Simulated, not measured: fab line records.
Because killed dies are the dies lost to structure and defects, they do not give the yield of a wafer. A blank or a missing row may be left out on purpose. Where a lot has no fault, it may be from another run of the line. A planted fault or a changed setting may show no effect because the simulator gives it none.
Which tool did it? | flow berkeley-cmos170 | 14 lots, 42 wafers sampled, at 3 steps of a route of 331

== WHAT EACH GAUGE READ, for each wafer ==
UCB170_START_BOW_MEAS_00.
lot  | measured    | on            | INCOMING_BOW (um)
L795 | day 1 10:00 | film-metro-01 | 3 0 -2
L796 | day 1 15:00 | film-metro-01 | 8 -5 -1
L797 | day 1 20:00 | film-metro-02 | -5 1 13
L798 | day 2 01:01 | film-metro-03 | -7 0 -1
L799 | day 2 06:00 | film-metro-01 | -4 -1 -6
L800 | day 2 11:02 | film-metro-03 | 3 5 1
L801 | day 2 16:00 | film-metro-02 | 9 -1 -3
L802 | day 2 21:01 | film-metro-02 | -8 5 -8
L803 | day 3 02:02 | film-metro-01 | 8 -2 -6
L804 | day 3 07:00 | film-metro-01 | 7 5 -1
L808 | day 4 03:01 | film-metro-03 | -8 -1 -12
L810 | day 4 13:01 | film-metro-02 | -1 -3 1
L817 | day 6 00:02 | film-metro-01 | -13 -11 -10
L818 | day 6 05:01 | film-metro-03 | -3 0 11

UCB170_PWELL_THK_MEAS_03.
lot  | measured    | on            | PWELL_OXIDE_THK (nm)
L795 | day 2 14:25 | film-metro-01 | 27.1 27.2 27.5
L796 | day 2 23:38 | film-metro-01 | 27.1 27.0 26.8
L797 | day 3 05:59 | film-metro-01 | 25.5 25.9 26.0
L798 | day 3 05:59 | film-metro-03 | 26.1 25.7 26.0
L799 | day 3 19:06 | film-metro-04 | 26.4 26.3 26.2
L800 | day 3 23:41 | film-metro-04 | 26.2 26.0 26.4
L801 | day 4 05:36 | film-metro-01 | 26.5 25.9 26.2
L802 | day 4 05:37 | film-metro-03 | 25.7 25.5 25.6
L803 | day 4 09:32 | film-metro-04 | 25.8 26.1 25.8
L804 | day 4 09:32 | film-metro-03 | 26.1 25.8 25.9
L808 | day 5 12:14 | film-metro-01 | 26.9 26.8 26.8
L810 | day 5 20:50 | film-metro-01 | 26.6 27.0 26.6
L817 | day 7 01:56 | film-metro-01 | 26.4 26.2 26.6
L818 | day 7 10:08 | film-metro-03 | 26.7 26.3 26.5

== EACH LOT AND THE TOOL THAT RAN IT (in order: tool; ch and the chambers of the sampled wafers; start) ==
lot  | UCB170_ZERO_STRIP_07
L795 | plasma-asher-03 ch 0,1, day 1 17:22
L796 | plasma-asher-04 ch 0,1, day 2 02:22
L797 | plasma-asher-04 ch 0,1, day 2 07:28
L798 | plasma-asher-04 ch 0,1, day 2 09:01
L799 | plasma-asher-01 ch 0,1, day 2 14:25
L800 | plasma-asher-04 ch 0,1, day 3 00:07
L801 | plasma-asher-03 ch 0,1, day 3 08:34
L802 | plasma-asher-01 ch 0,1, day 3 08:22
L803 | plasma-asher-04 ch 0,1, day 3 14:10
L804 | plasma-asher-04 ch 0,1, day 3 16:56
L808 | plasma-asher-03 ch 0,1, day 4 15:23
L810 | plasma-asher-01 ch 0,1, day 4 21:31
L817 | plasma-asher-03 ch 0,1, day 6 07:55
L818 | plasma-asher-03 ch 0,1, day 6 12:50
- UCB170_ZERO_STRIP_07: strips in O2.

== WHAT THE TOOLS THEMSELVES READ (means of the sampled wafers that have a number; where no wafer has one, the mark that the record gives instead) ==
UCB170_ZERO_STRIP_07.
lot  | tool            | drypump-motor-current-A (A) | oes-product-au (a.u.) | strip-time-to-endpoint-s (s)
L795 | plasma-asher-03 | 5.4                         | 0.725                 | 21.44
L796 | plasma-asher-04 | 5.4                         | 0.728                 | 21.60
L797 | plasma-asher-04 | 5.4                         | 0.727                 | 21.53
L798 | plasma-asher-04 | 5.4                         | 0.730                 | 21.54
L799 | plasma-asher-01 | 5.3                         | 0.725                 | 21.51
L800 | plasma-asher-04 | 5.4                         | 0.723                 | 21.60
L801 | plasma-asher-03 | 5.6                         | 0.727                 | 21.53
L802 | plasma-asher-01 | 5.3                         | 0.727                 | 21.51
L803 | plasma-asher-04 | 5.4                         | 0.727                 | 21.62
L804 | plasma-asher-04 | 5.4                         | 0.725                 | 21.56
L808 | plasma-asher-03 | 5.6                         | 0.728                 | 21.59
L810 | plasma-asher-01 | 5.6                         | 0.731                 | 21.61
L817 | plasma-asher-03 | 5.6                         | 0.724                 | 21.59
L818 | plasma-asher-03 | 5.6                         | 0.728                 | 21.53

== THE ANSWER, worked out from the rows above alone ==
Rule: what is usual is taken from the lots themselves. Put in order of their means at a reading, lots are off if they are a third of the lots or fewer, leave a main group of 4 or more, and stand apart from it by a gap of 3 or more times the standard deviation of the main group's means; of several such gaps the widest counts. A main group is skipped when, at the precision printed for the reading in the tables above, its means are all equal. Also off: a lot with no number at a reading for which 4 or more lots have one. Any other lot the step has rows for is counted as sound. After the gauges, taken in route order, come the tools' own readings; for these a lot's mean is taken, as printed above. The first step at which some lot is off is used, and at that step the reading that is off furthest; a lot without a number counts as furthest.
None of the lots is off at any reading shown; this tells nothing.

== WHAT HAD BEEN PUT IN BY THE SIMULATOR ==
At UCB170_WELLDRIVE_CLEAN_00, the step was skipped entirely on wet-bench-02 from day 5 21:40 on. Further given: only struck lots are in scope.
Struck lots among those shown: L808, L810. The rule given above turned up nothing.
